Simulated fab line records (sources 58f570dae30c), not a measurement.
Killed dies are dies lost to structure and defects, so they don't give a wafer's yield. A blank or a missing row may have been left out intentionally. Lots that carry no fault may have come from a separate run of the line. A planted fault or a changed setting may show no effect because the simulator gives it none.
fab line records ; flow berkeley-cmos170
record lots=7; wafers=21; last-day=12
route steps=331 shown ACTIVE@72 PFIELD@79
lots that met no fault: taken from a fault-free run of the same line
start-h: hours from the record's first day to the start of the lot's first wafer shown ; wait-h: time in hours since the lot's previous step ; " identical to the entry in the row above ; L1.1+2: a row that stands for several wafers ; - no value, or no start given ; * or withheld: withheld ; < > ~ a bound
route shown NAME@n: NAME is a module with steps in the file, n the number in the route of the first one ; usual: mean and standard deviation over wafers with no fault ; same: alike in all rows ; chamber/n: place in a boat ; sites: per-site readings ; _std_site: how widely they spread, as a standard deviation ; _edge_site: the outer-site mean with the inner-site mean subtracted ; radius-mm: for every site, how far away it sits from the centre of the wafer ; mask NAME#n: copy n ; behind: the last tool/chamber to shape the wafer ; hold: the reason the lot was held/the length of the hold in hours/how it ended ; device: transistor that didn't switch, given as n, p or np ; end of line: at the end of the route, the tests of the same wafers ; a step with no rows: only its recipe ; killed: dies that structure and defects cost at the first sort, which is not the same as the wafer's yield ; map: a wafer's dies, marking killed ones x, the rest . and places with no die _
set.NAME: the setting that was run; set.NAME@STEP: the one run at that earlier step ; model.NAME: the simulator's own value behind a step, which no gauge read
certain route steps with their lots: each step a table, each wafer a row
services: a tool's chamber out of use, with start hour (start-h, from the record's first day; less than 0 if before it), hours out, and reason
## steps
# step UCB170_ACTIVE_DEVELOP_12
# recipe developer=TMAH; develop-time-s=45; resist=KrF; dev-temp-c=21
# step UCB170_ACTIVE_CD_MEAS_13
# recipe target-cd-nm=1200
# usual cd-nm=1199.5/1.3
lot.wafer;tool;chamber;start-h;wait-h;cd-nm
L380.2;cd-sem-01;-;90.98;-;1197.6
L380.3;cd-sem-01;-;90.98;-;1195.7
L380.5;cd-sem-01;-;90.98;-;1198.4
L382.1;cd-sem-01;-;94.85;-;1199.1
L382.3;cd-sem-01;-;94.85;-;1199.6
L382.4;cd-sem-01;-;94.85;-;1200.7
L384.2;cd-sem-01;-;103.86;-;1201.4
L384.4;cd-sem-01;-;103.86;-;1199.8
L384.5;cd-sem-01;-;103.86;-;1201.4
L386.1;cd-sem-02;-;118.80;-;1200.9
L386.3;cd-sem-02;-;118.80;-;1200.6
L386.4;cd-sem-02;-;118.80;-;1199.7
L385.1;cd-sem-02;-;119.07;-;1198.8
L385.5;cd-sem-02;-;119.07;-;1198.5
L385.6;cd-sem-02;-;119.07;-;1198.7
L398.1;cd-sem-02;-;184.28;-;1199.2
L398.4;cd-sem-02;-;184.28;-;1198.5
L398.5;cd-sem-02;-;184.28;-;1199.0
L399.1;cd-sem-01;-;190.09;-;1200.5
L399.2;cd-sem-01;-;190.09;-;1199.8
L399.4;cd-sem-01;-;190.09;-;1201.3
# step UCB170_ACTIVE_OVL_MEAS_14
# usual ACTIVE_OVL=1/5.1
lot.wafer;tool;chamber;start-h;wait-h;ACTIVE_OVL[nm]
L380.2;overlay-02;-;91.09;0.1;-10
L380.3;overlay-02;-;91.09;0.1;-8
L380.5;overlay-02;-;91.09;0.1;-2
L382.1;overlay-02;-;94.97;0.1;-4
L382.3;overlay-02;-;94.97;0.1;4
L382.4;overlay-02;-;94.97;0.1;5
L384.2;overlay-01;-;103.96;0.1;-1
L384.4;overlay-01;-;103.96;0.1;4
L384.5;overlay-01;-;103.96;0.1;5
L386.1;overlay-02;-;118.92;0.1;9
L386.3;overlay-02;-;118.92;0.1;4
L386.4;overlay-02;-;118.92;0.1;9
L385.1;overlay-02;-;119.19;0.1;-6
L385.5;overlay-02;-;119.19;0.1;-10
L385.6;overlay-02;-;119.19;0.1;-4
L398.1;overlay-01;-;184.40;0.1;2
L398.4;overlay-01;-;184.40;0.1;-2
L398.5;overlay-01;-;184.40;0.1;-3
L399.1;overlay-01;-;190.21;0.1;9
L399.2;overlay-01;-;190.21;0.1;4
L399.4;overlay-01;-;190.21;0.1;5
# step UCB170_ACTIVE_ETCH_15
# recipe chemistry=CH3F/Ar/O2; target=Si3N4; stop-on=SiO2; CH3F_flow_sccm=20; Ar_flow_sccm=50; O2_flow_sccm=7; pressure-mtorr=50; rf-w=450; target-depth-a=2420; over-etch-frac=0.1; time-s=151
# usual drypump-motor-current-A=5.7/0.49; oes-product-au=0.946/0.017; throttle-valve-pct=8.05/0.14
lot.wafer;tool;chamber;start-h;wait-h;drypump-motor-current-A;oes-product-au;rf-hours-counter-h;throttle-valve-pct
L380.2;rie-diel-01;1;91.12;0.0;5.5;0.940;46;8.01
L380.3;rie-diel-01;2;91.12;0.0;5.9;0.934;75;8.02
L380.5;rie-diel-01;0;91.12;0.0;6.2;0.972;-;8.01
L382.1;rie-diel-02;2;95.01;0.0;5.7;0.950;15;7.90
L382.3;rie-diel-02;3;95.01;0.0;5.8;0.931;100;8.32
L382.4;rie-diel-02;1;95.01;0.0;6.4;0.946;98;7.87
L384.2;rie-diel-04;0;103.99;0.0;6.3;0.965;117;7.90
L384.4;rie-diel-04;3;103.99;0.0;5.9;0.900;52;8.03
L384.5;rie-diel-04;3;103.99;0.0;5.9;0.914;-;8.03
L386.1;rie-diel-02;0;118.96;0.0;5.5;0.962;115;8.08
L386.3;rie-diel-02;2;118.96;0.0;5.7;0.952;16;7.90
L386.4;rie-diel-02;3;118.96;0.0;5.8;0.934;101;8.30
L385.1;rie-diel-04;0;119.23;0.0;6.3;0.976;118;7.90
L385.5;rie-diel-04;1;119.23;0.0;4.8;0.951;-;8.10
L385.6;rie-diel-04;0;119.23;0.0;6.3;0.964;-;7.89
L398.1;rie-diel-02;3;184.44;0.0;5.9;0.936;103;8.32
L398.4;rie-diel-02;0;184.44;0.0;5.5;0.956;118;8.05
L398.5;rie-diel-02;1;184.44;0.0;6.4;0.946;-;7.89
L399.1;rie-diel-01;0;190.25;0.0;6.2;0.961;115;8.00
L399.2;rie-diel-01;3;190.25;0.0;5.2;0.942;113;8.22
L399.4;rie-diel-01;1;190.25;0.0;5.4;0.934;51;7.99
# step UCB170_ACTIVE_STRIP_16
# recipe chemistry=O2; power-w=400; pressure-mtorr=3500; platen-temp-c=withheld; o2-flow-sccm=400; overash-fraction=0.5
# usual drypump-motor-current-A=5.6/0.37; oes-product-au=0.721/0.0046; strip-time-to-endpoint-s=18.05/0.077
lot.wafer;tool;chamber;start-h;wait-h;drypump-motor-current-A;oes-product-au;rf-hours-counter-h;strip-time-to-endpoint-s
L380.2;plasma-asher-01;1;91.22;0.1;5.9;0.722;31;18.07
L380.3;plasma-asher-01;1;91.22;0.1;5.9;0.723;-;17.95
L380.5;plasma-asher-01;1;91.22;0.1;5.8;0.724;-;18.01
L382.1;plasma-asher-02;1;95.11;0.1;5.8;0.722;40;18.16
L382.3;plasma-asher-02;0;95.11;0.1;5.4;0.720;-;18.04
L382.4;plasma-asher-02;1;95.11;0.1;5.8;0.725;-;18.10
L384.2;plasma-asher-04;0;104.09;0.1;6.2;0.726;37;18.15
L384.4;plasma-asher-04;1;104.09;0.1;5.5;0.726;-;18.09
L384.5;plasma-asher-04;1;104.09;0.1;5.5;0.715;-;18.15
L386.1;plasma-asher-02;1;119.06;0.1;5.8;0.724;43;17.93
L386.3;plasma-asher-02;1;119.06;0.1;5.8;0.717;-;18.08
L386.4;plasma-asher-02;0;119.06;0.1;5.4;0.719;-;17.94
L385.1;plasma-asher-01;1;119.33;0.1;5.9;0.717;34;17.89
L385.5;plasma-asher-01;1;119.33;0.1;5.8;0.722;-;18.06
L385.6;plasma-asher-01;0;119.33;0.1;5.0;0.722;-;17.90
L398.1;plasma-asher-01;0;184.54;0.1;5.0;0.717;42;17.89
L398.4;plasma-asher-01;1;184.54;0.1;5.9;0.716;-;17.93
L398.5;plasma-asher-01;0;184.54;0.1;5.1;0.717;-;18.05
L399.1;plasma-asher-04;1;190.35;0.1;5.5;0.708;46;18.16
L399.2;plasma-asher-04;0;190.35;0.1;6.2;0.720;46;18.17
L399.4;plasma-asher-04;0;190.35;0.1;6.2;0.726;-;18.27
# step UCB170_ACTIVE_CD_MEAS_90
# recipe target-cd-nm=1200
# usual cd-nm=1199.5/1.3
lot.wafer;tool;chamber;start-h;wait-h;cd-nm
L380.2;cd-sem-02;-;91.34;0.1;1197.0
L380.3;cd-sem-02;-;91.34;0.1;1195.5
L380.5;cd-sem-02;-;91.34;0.1;1198.4
L382.1;cd-sem-02;-;95.21;0.1;1199.2
L382.3;cd-sem-02;-;95.21;0.1;1199.5
L382.4;cd-sem-02;-;95.21;0.1;1200.6
L384.2;cd-sem-01;-;104.21;0.1;1201.4
L384.4;cd-sem-01;-;104.21;0.1;1200.4
L384.5;cd-sem-01;-;104.21;0.1;1202.0
L386.1;cd-sem-02;-;119.43;0.3;1200.6
L386.3;cd-sem-02;-;119.43;0.3;1200.3
L386.4;cd-sem-02;-;119.43;0.3;1199.6
L385.1;cd-sem-02;-;119.91;0.6;1198.4
L385.5;cd-sem-02;-;119.91;0.6;1198.4
L385.6;cd-sem-02;-;119.91;0.6;1199.0
L398.1;cd-sem-02;-;184.64;0.1;1198.9
L398.4;cd-sem-02;-;184.64;0.1;1198.2
L398.5;cd-sem-02;-;184.64;0.1;1199.0
L399.1;cd-sem-02;-;190.45;0.1;1200.4
L399.2;cd-sem-02;-;190.45;0.1;1200.3
L399.4;cd-sem-02;-;190.45;0.1;1201.1
# step UCB170_ACTIVE_CLEAN_17
# recipe chemistry=SPM; temp-c=120; time-s=600
# step UCB170_PFIELD_HMDS_00
# recipe prime-time-s=60; prime-temp-c=100
# step UCB170_PFIELD_COAT_01
# recipe resist=KrF; spin-rpm=1500; resist-thk-nm=900
# step UCB170_PFIELD_SOFTBAKE_02
# recipe resist=KrF; temp-c=130; time-s=60
# step UCB170_PFIELD_EXPOSE_03
# recipe mask-id=PFIELD; na=0.5; sigma-outer=0.6; source-shape=conventional; target-cd-nm=1500; dose-mj=30
# step UCB170_PFIELD_PEB_04
# recipe peb-temp-c=130; peb-time-s=withheld; resist=KrF
# step UCB170_PFIELD_DEVELOP_05
# recipe developer=TMAH; develop-time-s=45; resist=KrF; dev-temp-c=21
# usual chill-plate-temp-C=22.98/0.094; develop-time-s=45/0
lot.wafer;tool;chamber;start-h;wait-h;chill-plate-temp-C;develop-time-s;model.KrF_of_PFIELD_COAT_01.thk-nm
L380.2;litho-track-03;0;93;-;23.02;45;885.8
L380.3;litho-track-03;0;93;-;23.06;45;888.4
L380.5;litho-track-03;0;93;-;23.00;45;887.4
L382.1;litho-track-04;0;97;-;23.07;45;885.2
L382.3;litho-track-04;0;97;-;23.15;45;884.7
L382.4;litho-track-04;0;97;-;23.07;45;886.2
L384.2;litho-track-04;-;105;-;-;-;896.3
L384.4;litho-track-04;-;105;-;-;-;894.7
L384.5;litho-track-04;-;105;-;-;-;893.3
L386.1;litho-track-03;-;120;-;-;-;896.8
L386.3;litho-track-03;-;120;-;-;-;896.1
L386.4;litho-track-03;-;120;-;-;-;898.4
L385.1;litho-track-04;-;121;-;-;-;901.2
L385.5;litho-track-04;-;121;-;-;-;899.1
L385.6;litho-track-04;-;121;-;-;-;903
L398.1;litho-track-03;0;185;-;22.96;45;877.5
L398.4;litho-track-03;0;185;-;22.94;45;881.5
L398.5;litho-track-03;0;185;-;23.05;45;882.5
L399.1;litho-track-01;0;192;-;22.99;45;879.1
L399.2;litho-track-01;0;192;-;22.91;45;879.5
L399.4;litho-track-01;0;192;-;22.90;45;881.1
# step UCB170_PFIELD_OVL_MEAS_06
# usual PFIELD_OVL=4/5.5
lot.wafer;tool;chamber;start-h;wait-h;PFIELD_OVL[nm]
L380.2;overlay-01;-;93.36;-;8
L380.3;overlay-01;-;93.36;-;3
L380.5;overlay-01;-;93.36;-;4
L382.1;overlay-02;-;97.53;-;-2
L382.3;overlay-02;-;97.53;-;5
L382.4;overlay-02;-;97.53;-;-5
L384.2;overlay-01;-;105.55;-;-
L384.4;overlay-01;-;105.55;-;-
L384.5;overlay-01;-;105.55;-;-
L386.1;overlay-02;-;121.05;-;-
L386.3;overlay-02;-;121.05;-;-
L386.4;overlay-02;-;121.05;-;-
L385.1;overlay-02;-;121.36;-;-
L385.5;overlay-02;-;121.36;-;-
L385.6;overlay-02;-;121.36;-;-
L398.1;overlay-02;-;185.94;-;7
L398.4;overlay-02;-;185.94;-;12
L398.5;overlay-02;-;185.94;-;9
L399.1;overlay-02;-;192.32;-;4
L399.2;overlay-02;-;192.32;-;3
L399.4;overlay-02;-;192.32;-;10
## services
tool;chamber;start-h;hours;kind
rie-diel-04;0;84.63;8.0;repair
rie-diel-04;2;122.14;1.7;repair
rie-diel-04;0;131.92;5.1;repair
rie-diel-02;-;138.49;14.6;pm
rie-diel-01;1;167.55;10.8;repair
rie-diel-01;2;171.51;9.9;repair
plasma-asher-04;-;172.07;9.8;repair
rie-diel-02;1;190.50;42.7;repair
## key
first-sign step=UCB170_PFIELD_DEVELOP_05; reading=tool-record; direction=missing
effect none on later readings
model-effect step=UCB170_PFIELD_DEVELOP_05; value=KrF_of_PFIELD_COAT_01.thk-nm; without=883.4; struck=897.7
met-at UCB170_PFIELD_DEVELOP_05
struck-wafers L384.2,L384.4,L384.5,L385.1,L385.5,L385.6,L386.1,L386.3,L386.4
sort-left-out L384.2,L384.4,L384.5,L385.1,L385.5,L385.6,L386.1,L386.3,L386.4
tester-left-out L384,L385,L386
onset-between 97 105
fault kind=skipped-step-whole; tool=litho-track-03,litho-track-04; chamber=-; onset-h=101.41; steps=UCB170_PFIELD_DEVELOP_05; scope=struck-lots-only
# tester-left-out: of these lots the tester's yield and bins aren't shown, on N5 and GAA mostly nor the transistor test; their killed dies are dies lost to structure and defects alone, not to doping, threshold or leakage, so they don't give the yield
# sort-left-out: the simulated sort isn't trusted on such a fault, so these wafers' sort isn't shown, and their yield isn't known
